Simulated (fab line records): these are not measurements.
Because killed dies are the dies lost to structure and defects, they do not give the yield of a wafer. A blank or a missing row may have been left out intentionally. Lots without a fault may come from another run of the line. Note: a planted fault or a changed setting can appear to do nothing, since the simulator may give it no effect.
The tool behind it: which one? || flow berkeley-cmos170 || Sampling: 14 lots, 42 wafers, 7 of 331 route steps

WHAT THE GAUGES READ, wafer by wafer
UCB170_PVT_OVL_MEAS_06. Usual: PVT_OVL typically reads -4 nm, with standard deviation 4.7.
{"lot": "L448", "measured": "day 6 20:25", "on": "overlay-01", "PVT_OVL (nm)": "-5 -2 -4", "flag": ""}
{"lot": "L447", "measured": "day 6 20:46", "on": "overlay-02", "PVT_OVL (nm)": "-3 -1 -13", "flag": ""}
{"lot": "L446", "measured": "day 6 21:03", "on": "overlay-01", "PVT_OVL (nm)": "-5 -10 -5", "flag": ""}
{"lot": "L449", "measured": "day 7 12:19", "on": "overlay-01", "PVT_OVL (nm)": "-2 0 2", "flag": ""}
{"lot": "L450", "measured": "day 7 12:35", "on": "overlay-02", "PVT_OVL (nm)": "5 -4 -1", "flag": ""}
{"lot": "L452", "measured": "day 7 23:29", "on": "overlay-02", "PVT_OVL (nm)": "0 1 0", "flag": ""}
{"lot": "L451", "measured": "day 7 23:35", "on": "overlay-02", "PVT_OVL (nm)": "-2 -5 -6", "flag": ""}
{"lot": "L456", "measured": "day 8 21:20", "on": "overlay-02", "PVT_OVL (nm)": "4 1 6", "flag": ""}
{"lot": "L458", "measured": "day 9 08:24", "on": "overlay-01", "PVT_OVL (nm)": "-8 -6 -8", "flag": ""}
{"lot": "L459", "measured": "day 9 15:34", "on": "overlay-01", "PVT_OVL (nm)": "2 5 4", "flag": ""}
{"lot": "L461", "measured": "day 10 00:34", "on": "overlay-01", "PVT_OVL (nm)": "-3 -6 -2", "flag": ""}
{"lot": "L464", "measured": "day 10 23:33", "on": "overlay-02", "PVT_OVL (nm)": "3 -8 -3", "flag": ""}
{"lot": "L466", "measured": "day 11 04:01", "on": "overlay-01", "PVT_OVL (nm)": "-2 -8 -2", "flag": ""}
{"lot": "L469", "measured": "day 11 14:19", "on": "overlay-02", "PVT_OVL (nm)": "-4 -1 -1", "flag": ""}

UCB170_SDANNEAL_RS_MEAS_02: measurement is done with a four-point probe. Usual: PSD_RS typically reads 75.48 ohm/sq, with standard deviation 0.28.
{"lot": "L448", "measured": "day 8 10:31", "on": "film-metro-03", "PSD_RS (ohm/sq)": "75.27 75.05 75.31", "flag": ""}
{"lot": "L447", "measured": "day 8 10:57", "on": "film-metro-02", "PSD_RS (ohm/sq)": "75.87 76.16 75.83", "flag": ""}
{"lot": "L446", "measured": "day 8 11:10", "on": "film-metro-03", "PSD_RS (ohm/sq)": "75.01 75.36 75.31", "flag": ""}
{"lot": "L449", "measured": "day 8 18:47", "on": "film-metro-03", "PSD_RS (ohm/sq)": "75.56 75.62 75.86", "flag": ""}
{"lot": "L450", "measured": "day 8 18:34", "on": "film-metro-04", "PSD_RS (ohm/sq)": "75.47 75.47 75.60", "flag": ""}
{"lot": "L452", "measured": "day 9 13:46", "on": "film-metro-03", "PSD_RS (ohm/sq)": "75.46 75.44 75.67", "flag": ""}
{"lot": "L451", "measured": "day 9 13:09", "on": "film-metro-03", "PSD_RS (ohm/sq)": "75.89 75.76 75.73", "flag": ""}
{"lot": "L456", "measured": "day 10 07:41", "on": "film-metro-04", "PSD_RS (ohm/sq)": "84.46 84.42 84.31", "flag": "OFF"}
{"lot": "L458", "measured": "day 10 12:42", "on": "film-metro-03", "PSD_RS (ohm/sq)": "83.88 83.63 83.98", "flag": "OFF"}
{"lot": "L459", "measured": "day 11 01:16", "on": "film-metro-04", "PSD_RS (ohm/sq)": "75.46 75.51 75.35", "flag": ""}
{"lot": "L461", "measured": "day 11 10:19", "on": "film-metro-03", "PSD_RS (ohm/sq)": "74.85 75.25 75.48", "flag": ""}
{"lot": "L464", "measured": "day 12 04:02", "on": "film-metro-04", "PSD_RS (ohm/sq)": "75.65 75.79 75.39", "flag": ""}
{"lot": "L466", "measured": "day 12 09:59", "on": "film-metro-04", "PSD_RS (ohm/sq)": "74.97 75.29 75.39", "flag": ""}
{"lot": "L469", "measured": "day 12 21:29", "on": "film-metro-02", "PSD_RS (ohm/sq)": "75.65 75.31 75.64", "flag": ""}

UCB170_SDANNEAL_RS_MEAS_03: measurement is done with a four-point probe. Usual: NSD_RS typically reads 37.27 ohm/sq, with standard deviation 0.1.
{"lot": "L448", "measured": "day 8 10:38", "on": "film-metro-03", "NSD_RS (ohm/sq)": "37.14 37.25 37.22", "flag": ""}
{"lot": "L447", "measured": "day 8 11:04", "on": "film-metro-02", "NSD_RS (ohm/sq)": "37.31 37.34 37.24", "flag": ""}
{"lot": "L446", "measured": "day 8 11:17", "on": "film-metro-03", "NSD_RS (ohm/sq)": "37.33 37.31 37.37", "flag": ""}
{"lot": "L449", "measured": "day 8 18:55", "on": "film-metro-03", "NSD_RS (ohm/sq)": "37.10 37.05 37.14", "flag": ""}
{"lot": "L450", "measured": "day 8 18:41", "on": "film-metro-04", "NSD_RS (ohm/sq)": "37.21 37.44 37.19", "flag": ""}
{"lot": "L452", "measured": "day 9 13:53", "on": "film-metro-03", "NSD_RS (ohm/sq)": "37.31 37.38 37.33", "flag": ""}
{"lot": "L451", "measured": "day 9 13:16", "on": "film-metro-03", "NSD_RS (ohm/sq)": "37.18 37.05 37.09", "flag": ""}
{"lot": "L456", "measured": "day 10 07:49", "on": "film-metro-04", "NSD_RS (ohm/sq)": "38.43 38.33 38.46", "flag": "OFF"}
{"lot": "L458", "measured": "day 10 12:49", "on": "film-metro-03", "NSD_RS (ohm/sq)": "38.39 38.39 38.31", "flag": "OFF"}
{"lot": "L459", "measured": "day 11 01:23", "on": "film-metro-04", "NSD_RS (ohm/sq)": "37.35 37.27 37.29", "flag": ""}
{"lot": "L461", "measured": "day 11 10:26", "on": "film-metro-03", "NSD_RS (ohm/sq)": "37.30 37.27 37.22", "flag": ""}
{"lot": "L464", "measured": "day 12 04:10", "on": "film-metro-04", "NSD_RS (ohm/sq)": "37.30 37.33 37.31", "flag": ""}
{"lot": "L466", "measured": "day 12 10:07", "on": "film-metro-04", "NSD_RS (ohm/sq)": "37.23 37.14 37.36", "flag": ""}
{"lot": "L469", "measured": "day 12 21:37", "on": "film-metro-02", "NSD_RS (ohm/sq)": "37.42 37.41 37.40", "flag": ""}

UCB170_SDANNEAL_RS_MEAS_04: measurement is done with a four-point probe. Usual: PLDD_RS typically reads 1030.0 ohm/sq, with standard deviation 3.
{"lot": "L448", "measured": "day 8 10:45", "on": "film-metro-03", "PLDD_RS (ohm/sq)": "1026.1 1024.3 1024.9", "flag": ""}
{"lot": "L447", "measured": "day 8 11:11", "on": "film-metro-02", "PLDD_RS (ohm/sq)": "1031.3 1034.0 1033.2", "flag": ""}
{"lot": "L446", "measured": "day 8 11:25", "on": "film-metro-03", "PLDD_RS (ohm/sq)": "1027.8 1031.7 1031.1", "flag": ""}
{"lot": "L449", "measured": "day 8 19:02", "on": "film-metro-03", "PLDD_RS (ohm/sq)": "1033.1 1033.6 1032.2", "flag": ""}
{"lot": "L450", "measured": "day 8 18:49", "on": "film-metro-04", "PLDD_RS (ohm/sq)": "1028.0 1028.7 1030.4", "flag": ""}
{"lot": "L452", "measured": "day 9 14:01", "on": "film-metro-03", "PLDD_RS (ohm/sq)": "1027.6 1026.4 1023.7", "flag": ""}
{"lot": "L451", "measured": "day 9 13:23", "on": "film-metro-03", "PLDD_RS (ohm/sq)": "1029.5 1027.0 1026.9", "flag": ""}
{"lot": "L456", "measured": "day 10 07:56", "on": "film-metro-04", "PLDD_RS (ohm/sq)": "1036.1 1034.3 1038.1", "flag": ""}
{"lot": "L458", "measured": "day 10 12:56", "on": "film-metro-03", "PLDD_RS (ohm/sq)": "1041.9 1041.7 1041.0", "flag": "OFF"}
{"lot": "L459", "measured": "day 11 01:30", "on": "film-metro-04", "PLDD_RS (ohm/sq)": "1031.9 1033.8 1031.1", "flag": ""}
{"lot": "L461", "measured": "day 11 10:34", "on": "film-metro-03", "PLDD_RS (ohm/sq)": "1034.1 1031.0 1032.7", "flag": ""}
{"lot": "L464", "measured": "day 12 04:17", "on": "film-metro-04", "PLDD_RS (ohm/sq)": "1031.4 1032.4 1028.9", "flag": ""}
{"lot": "L466", "measured": "day 12 10:14", "on": "film-metro-04", "PLDD_RS (ohm/sq)": "1025.4 1025.9 1029.3", "flag": ""}
{"lot": "L469", "measured": "day 12 21:44", "on": "film-metro-02", "PLDD_RS (ohm/sq)": "1035.2 1036.7 1037.0", "flag": ""}

EACH LOT AND THE TOOL THAT RAN IT (in order: tool; ch and the chambers of the sampled wafers; start)
{"lot": "L448", "UCB170_SPACER_CVD_00": "pecvd-04 ch 0,2, day 7 22:06", "UCB170_SDANNEAL_RTA_00": "rtp-anneal-01 ch 0, day 8 10:23", "UCB170_SDANNEAL_RTA_01": "rtp-anneal-01 ch 0, day 8 10:27"}
{"lot": "L447", "UCB170_SPACER_CVD_00": "pecvd-02 ch 0,1,2, day 7 22:06", "UCB170_SDANNEAL_RTA_00": "rtp-anneal-01 ch 0, day 8 10:49", "UCB170_SDANNEAL_RTA_01": "rtp-anneal-01 ch 0, day 8 10:52"}
{"lot": "L446", "UCB170_SPACER_CVD_00": "pecvd-01 ch 0,1,2, day 7 22:10", "UCB170_SDANNEAL_RTA_00": "rtp-anneal-02 ch 0, day 8 10:53", "UCB170_SDANNEAL_RTA_01": "rtp-anneal-02 ch 0, day 8 10:56"}
{"lot": "L449", "UCB170_SPACER_CVD_00": "pecvd-04 ch 0,1, day 8 08:10", "UCB170_SDANNEAL_RTA_00": "rtp-anneal-01 ch 0, day 8 18:39", "UCB170_SDANNEAL_RTA_01": "rtp-anneal-01 ch 0, day 8 18:43"}
{"lot": "L450", "UCB170_SPACER_CVD_00": "pecvd-01 ch 0,1, day 8 07:52", "UCB170_SDANNEAL_RTA_00": "rtp-anneal-02 ch 0, day 8 18:26", "UCB170_SDANNEAL_RTA_01": "rtp-anneal-02 ch 0, day 8 18:30"}
{"lot": "L452", "UCB170_SPACER_CVD_00": "pecvd-02 ch 0,2, day 8 21:29", "UCB170_SDANNEAL_RTA_00": "rtp-anneal-01 ch 0, day 9 13:38", "UCB170_SDANNEAL_RTA_01": "rtp-anneal-01 ch 0, day 9 13:41"}
{"lot": "L451", "UCB170_SPACER_CVD_00": "pecvd-01 ch 0,1,2, day 8 22:23", "UCB170_SDANNEAL_RTA_00": "rtp-anneal-02 ch 0, day 9 13:02", "UCB170_SDANNEAL_RTA_01": "rtp-anneal-02 ch 0, day 9 13:06"}
{"lot": "L456", "UCB170_SPACER_CVD_00": "pecvd-02 ch 0,1,2, day 9 18:20", "UCB170_SDANNEAL_RTA_00": "rtp-anneal-01 ch 0, day 10 07:34", "UCB170_SDANNEAL_RTA_01": "rtp-anneal-01 ch 0, day 10 07:37"}
{"lot": "L458", "UCB170_SPACER_CVD_00": "pecvd-01 ch 0,2, day 10 03:37", "UCB170_SDANNEAL_RTA_00": "rtp-anneal-01 ch 0, day 10 12:35", "UCB170_SDANNEAL_RTA_01": "rtp-anneal-01 ch 0, day 10 12:38"}
{"lot": "L459", "UCB170_SPACER_CVD_00": "pecvd-02 ch 0,1,2, day 10 11:31", "UCB170_SDANNEAL_RTA_00": "rtp-anneal-02 ch 0, day 11 01:07", "UCB170_SDANNEAL_RTA_01": "rtp-anneal-02 ch 0, day 11 01:11"}
{"lot": "L461", "UCB170_SPACER_CVD_00": "pecvd-01 ch 1,2, day 11 01:43", "UCB170_SDANNEAL_RTA_00": "rtp-anneal-02 ch 0, day 11 10:04", "UCB170_SDANNEAL_RTA_01": "rtp-anneal-02 ch 0, day 11 10:12"}
{"lot": "L464", "UCB170_SPACER_CVD_00": "pecvd-01 ch 0,1,2, day 11 16:05", "UCB170_SDANNEAL_RTA_00": "rtp-anneal-02 ch 0, day 12 03:54", "UCB170_SDANNEAL_RTA_01": "rtp-anneal-02 ch 0, day 12 03:58"}
{"lot": "L466", "UCB170_SPACER_CVD_00": "pecvd-02 ch 0,1, day 12 00:56", "UCB170_SDANNEAL_RTA_00": "rtp-anneal-02 ch 0, day 12 09:52", "UCB170_SDANNEAL_RTA_01": "rtp-anneal-02 ch 0, day 12 09:56"}
{"lot": "L469", "UCB170_SPACER_CVD_00": "pecvd-01 ch 0,2, day 12 07:22", "UCB170_SDANNEAL_RTA_00": "rtp-anneal-02 ch 0, day 12 21:22", "UCB170_SDANNEAL_RTA_01": "rtp-anneal-02 ch 0, day 12 21:25"}
- UCB170_SPACER_CVD_00: deposits SiO2 from TEOS/O2, target thk 376 nm, time 47 s.
- UCB170_SDANNEAL_RTA_00: time 10 s.
- UCB170_SDANNEAL_RTA_01: time 5 s.

AS READ BY THE TOOLS THEMSELVES (means over the sampled wafers that have a number; for cases with no such wafer, the mark the record gives instead)
UCB170_SPACER_CVD_00. Usual: heater-power-w 253 W, standard deviation 56; rf-fwd-power-W 543.6 W, standard deviation 2.1; susceptor-temp-C 389.97 C, standard deviation 0.23.
{"lot": "L448", "tool": "pecvd-04", "heater-power-w (W)": 258, "rf-fwd-power-W (W)": 545.9, "susceptor-temp-C (C)": 389.71, "flag": ""}
{"lot": "L447", "tool": "pecvd-02", "heater-power-w (W)": 224, "rf-fwd-power-W (W)": 544.1, "susceptor-temp-C (C)": 389.67, "flag": ""}
{"lot": "L446", "tool": "pecvd-01", "heater-power-w (W)": 236, "rf-fwd-power-W (W)": 544.2, "susceptor-temp-C (C)": 390.17, "flag": ""}
{"lot": "L449", "tool": "pecvd-04", "heater-power-w (W)": 255, "rf-fwd-power-W (W)": 543.2, "susceptor-temp-C (C)": 390.08, "flag": ""}
{"lot": "L450", "tool": "pecvd-01", "heater-power-w (W)": 301, "rf-fwd-power-W (W)": 542.7, "susceptor-temp-C (C)": 389.92, "flag": ""}
{"lot": "L452", "tool": "pecvd-02", "heater-power-w (W)": 263, "rf-fwd-power-W (W)": 542.8, "susceptor-temp-C (C)": 390.12, "flag": ""}
{"lot": "L451", "tool": "pecvd-01", "heater-power-w (W)": 250, "rf-fwd-power-W (W)": 543.6, "susceptor-temp-C (C)": 390.09, "flag": ""}
{"lot": "L456", "tool": "pecvd-02", "heater-power-w (W)": 234, "rf-fwd-power-W (W)": 542.0, "susceptor-temp-C (C)": 390.21, "flag": ""}
{"lot": "L458", "tool": "pecvd-01", "heater-power-w (W)": 210, "rf-fwd-power-W (W)": 545.9, "susceptor-temp-C (C)": 389.96, "flag": ""}
{"lot": "L459", "tool": "pecvd-02", "heater-power-w (W)": 257, "rf-fwd-power-W (W)": 542.1, "susceptor-temp-C (C)": 389.76, "flag": ""}
{"lot": "L461", "tool": "pecvd-01", "heater-power-w (W)": 336, "rf-fwd-power-W (W)": 544.2, "susceptor-temp-C (C)": 389.88, "flag": ""}
{"lot": "L464", "tool": "pecvd-01", "heater-power-w (W)": 253, "rf-fwd-power-W (W)": 542.5, "susceptor-temp-C (C)": 390.18, "flag": ""}
{"lot": "L466", "tool": "pecvd-02", "heater-power-w (W)": 207, "rf-fwd-power-W (W)": 542.8, "susceptor-temp-C (C)": 389.83, "flag": ""}
{"lot": "L469", "tool": "pecvd-01", "heater-power-w (W)": 179, "rf-fwd-power-W (W)": 543.8, "susceptor-temp-C (C)": 390.07, "flag": ""}

UCB170_SDANNEAL_RTA_00. Usual: lamp-power-pct 26.9 %, standard deviation 2.8; wafer_temp_C_max 904.7, standard deviation 1.3.
{"lot": "L448", "tool": "rtp-anneal-01", "lamp-power-pct (%)": 23.9, "wafer_temp_C_max": 903.4, "flag": ""}
{"lot": "L447", "tool": "rtp-anneal-01", "lamp-power-pct (%)": 23.9, "wafer_temp_C_max": 903.3, "flag": ""}
{"lot": "L446", "tool": "rtp-anneal-02", "lamp-power-pct (%)": 29.5, "wafer_temp_C_max": 905.5, "flag": ""}
{"lot": "L449", "tool": "rtp-anneal-01", "lamp-power-pct (%)": 23.9, "wafer_temp_C_max": 903.4, "flag": ""}
{"lot": "L450", "tool": "rtp-anneal-02", "lamp-power-pct (%)": 29.5, "wafer_temp_C_max": 905.4, "flag": ""}
{"lot": "L452", "tool": "rtp-anneal-01", "lamp-power-pct (%)": 23.9, "wafer_temp_C_max": 903.6, "flag": ""}
{"lot": "L451", "tool": "rtp-anneal-02", "lamp-power-pct (%)": 29.4, "wafer_temp_C_max": 905.7, "flag": ""}
{"lot": "L456", "tool": "rtp-anneal-01", "lamp-power-pct (%)": 23.9, "wafer_temp_C_max": 903.4, "flag": ""}
{"lot": "L458", "tool": "rtp-anneal-01", "lamp-power-pct (%)": 23.9, "wafer_temp_C_max": 903.5, "flag": ""}
{"lot": "L459", "tool": "rtp-anneal-02", "lamp-power-pct (%)": 29.4, "wafer_temp_C_max": 906.3, "flag": ""}
{"lot": "L461", "tool": "rtp-anneal-02", "lamp-power-pct (%)": 29.4, "wafer_temp_C_max": 905.1, "flag": ""}
{"lot": "L464", "tool": "rtp-anneal-02", "lamp-power-pct (%)": 29.5, "wafer_temp_C_max": 905.0, "flag": ""}
{"lot": "L466", "tool": "rtp-anneal-02", "lamp-power-pct (%)": 29.4, "wafer_temp_C_max": 906.0, "flag": ""}
{"lot": "L469", "tool": "rtp-anneal-02", "lamp-power-pct (%)": 29.4, "wafer_temp_C_max": 906.6, "flag": ""}

UCB170_SDANNEAL_RTA_01. Usual: lamp-power-pct 42 %, standard deviation 4.3; wafer_temp_C_max 1055.9, standard deviation 1.8.
{"lot": "L448", "tool": "rtp-anneal-01", "lamp-power-pct (%)": 37, "wafer_temp_C_max": 1054.8, "flag": ""}
{"lot": "L447", "tool": "rtp-anneal-01", "lamp-power-pct (%)": 37, "wafer_temp_C_max": 1054.0, "flag": ""}
{"lot": "L446", "tool": "rtp-anneal-02", "lamp-power-pct (%)": 45, "wafer_temp_C_max": 1057.9, "flag": ""}
{"lot": "L449", "tool": "rtp-anneal-01", "lamp-power-pct (%)": 37, "wafer_temp_C_max": 1054.3, "flag": ""}
{"lot": "L450", "tool": "rtp-anneal-02", "lamp-power-pct (%)": 45, "wafer_temp_C_max": 1057.6, "flag": ""}
{"lot": "L452", "tool": "rtp-anneal-01", "lamp-power-pct (%)": 37, "wafer_temp_C_max": 1053.6, "flag": ""}
{"lot": "L451", "tool": "rtp-anneal-02", "lamp-power-pct (%)": 45, "wafer_temp_C_max": 1058.0, "flag": ""}
{"lot": "L456", "tool": "rtp-anneal-01", "lamp-power-pct (%)": 35, "wafer_temp_C_max": 1054.1, "flag": ""}
{"lot": "L458", "tool": "rtp-anneal-01", "lamp-power-pct (%)": 35, "wafer_temp_C_max": 1055.6, "flag": ""}
{"lot": "L459", "tool": "rtp-anneal-02", "lamp-power-pct (%)": 45, "wafer_temp_C_max": 1057.4, "flag": ""}
{"lot": "L461", "tool": "rtp-anneal-02", "lamp-power-pct (%)": 45, "wafer_temp_C_max": 1058.2, "flag": ""}
{"lot": "L464", "tool": "rtp-anneal-02", "lamp-power-pct (%)": 45, "wafer_temp_C_max": 1058.2, "flag": ""}
{"lot": "L466", "tool": "rtp-anneal-02", "lamp-power-pct (%)": 45, "wafer_temp_C_max": 1058.0, "flag": ""}
{"lot": "L469", "tool": "rtp-anneal-02", "lamp-power-pct (%)": 45, "wafer_temp_C_max": 1055.9, "flag": ""}

THE ANSWER, worked out from the rows above alone
Rule: lot off if the mean of its wafers having a number is beyond 3 standard deviations from the usual mean. A lot without any number at a reading at which 4 lots or more have one is off too. The other lots that the step has rows for count as sound. The gauges are gone through in route order, then the tools' own readings, and for those a lot's mean is taken as printed above. The first step at which some lot is off is used, and at that step the reading that is off furthest; a lot without a number counts as furthest.
Off: at UCB170_SDANNEAL_RS_MEAS_02 (PSD_RS), L456, L458.
If a tool, at a process step before that reading, ran all the lots that are off and no sound lot after the first of them, it fits. The gauges at UCB170_SDANNEAL_RS_MEAS_02 are tried like those tools. One candidate fits, namely rtp-anneal-01 at UCB170_SDANNEAL_RTA_00 and UCB170_SDANNEAL_RTA_01. At UCB170_SDANNEAL_RTA_00 its last sound lot is L452 (day 9 13:38), its first lot that is off L456 (day 10 07:34): a fault that began between those two fits.

WHAT THE SIMULATOR PUT IN
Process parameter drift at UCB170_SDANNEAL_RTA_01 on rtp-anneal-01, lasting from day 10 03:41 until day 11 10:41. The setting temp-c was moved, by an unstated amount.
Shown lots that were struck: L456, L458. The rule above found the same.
